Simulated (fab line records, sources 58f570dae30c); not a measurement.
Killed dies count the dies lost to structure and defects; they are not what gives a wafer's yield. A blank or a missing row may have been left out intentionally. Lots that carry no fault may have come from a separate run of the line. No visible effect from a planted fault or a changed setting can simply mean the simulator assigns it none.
Which tool is to blame? + flow berkeley_cmos170 + route of 331 steps, sampled at 1 step: 15 lots, 45 wafers

WHAT THE GAUGES READ, wafer by wafer
No reading from a measuring or inspecting step in the record can be judged against a usual standard deviation.

TOOL THAT RAN EACH LOT (tool first, then ch and the chambers of the sampled wafers, then the start)
| lot  | UCB170_NWELL_OXIDATION_01    |
|------|------------------------------|
| L937 | furnace-04 ch 0, day 2 10:16 |
| L939 | furnace-04 ch 0, day 2 17:13 |
| L940 | furnace-02 ch 0, day 3 00:20 |
| L941 | furnace-02 ch 0, day 3 00:20 |
| L942 | furnace-04 ch 0, day 3 06:56 |
| L943 | furnace-02 ch 0, day 3 13:36 |
| L946 | furnace-01 ch 0, day 4 02:43 |
| L947 | furnace-04 ch 0, day 4 11:32 |
| L951 | furnace-04, day 5 07:38      |
| L952 | furnace-04, day 5 07:38      |
| L953 | furnace-04, day 5 16:55      |
| L955 | furnace-04 ch 0, day 5 22:31 |
| L957 | furnace-04 ch 0, day 6 13:34 |
| L958 | furnace-04 ch 0, day 6 13:34 |
| L959 | furnace-02 ch 0, day 6 23:05 |
- UCB170_NWELL_OXIDATION_01: target thk 26.4 nm, ox time 1260 s.

WHAT THE TOOLS THEMSELVES READ (means of the sampled wafers that have a number; where no wafer has one, the mark that the record gives instead)
UCB170_NWELL_OXIDATION_01. Usual: ox_temp_c 1000.0 C, standard deviation 0.45; ox_temp_c_max 1004.4, standard deviation 0.84; tube_center_temp_C 1000 C, standard deviation 0.091.
| lot  | tool       | ox_temp_c (C) | ox_temp_c_max | tube_center_temp_C (C) | flag |
|------|------------|---------------|---------------|------------------------|------|
| L937 | furnace-04 | 1000.3        | 1004.5        | 1000                   |      |
| L939 | furnace-04 | 999.7         | 1004.6        | 1000                   |      |
| L940 | furnace-02 | 999.9         | 1004.5        | 1000                   |      |
| L941 | furnace-02 | 999.9         | 1004.1        | 1000                   |      |
| L942 | furnace-04 | 1000.5        | 1005.5        | 1000                   |      |
| L943 | furnace-02 | 999.5         | 1004.0        | 1000                   |      |
| L946 | furnace-01 | 999.7         | 1003.8        | 1000                   |      |
| L947 | furnace-04 | 1000.2        | 1004.7        | 1000                   |      |
| L951 | furnace-04 | -             | -             | -                      | OFF  |
| L952 | furnace-04 | -             | -             | -                      | OFF  |
| L953 | furnace-04 | -             | -             | -                      | OFF  |
| L955 | furnace-04 | 999.7         | 1004.2        | 1000                   |      |
| L957 | furnace-04 | 1000.2        | 1004.9        | 1000                   |      |
| L958 | furnace-04 | 999.7         | 1005.1        | 1000                   |      |
| L959 | furnace-02 | 1000.1        | 1004.5        | 1000                   |      |

THE ANSWER, worked out from the rows above alone
Rule: lot off if the mean of its wafers having a number is beyond 3 standard deviations from the usual mean. A lot without any number at a reading at which 4 lots or more have one is off too. All remaining lots with rows at the step are treated as sound. First the gauges in route order, then the tools' own readings, where a lot's mean is used as printed above. The first step at which some lot is off is used, and at that step the reading that is off furthest; a lot without a number counts as furthest.
Off at UCB170_NWELL_OXIDATION_01 (ox_temp_c): L951, L952, L953. Without a number there: L951, L952, L953.
A tool fits if, at that step or a process step before it, it ran every lot that is off, and no sound lot after the first of them. No candidate that was tried fits.

WHAT HAD BEEN PUT IN BY THE SIMULATOR
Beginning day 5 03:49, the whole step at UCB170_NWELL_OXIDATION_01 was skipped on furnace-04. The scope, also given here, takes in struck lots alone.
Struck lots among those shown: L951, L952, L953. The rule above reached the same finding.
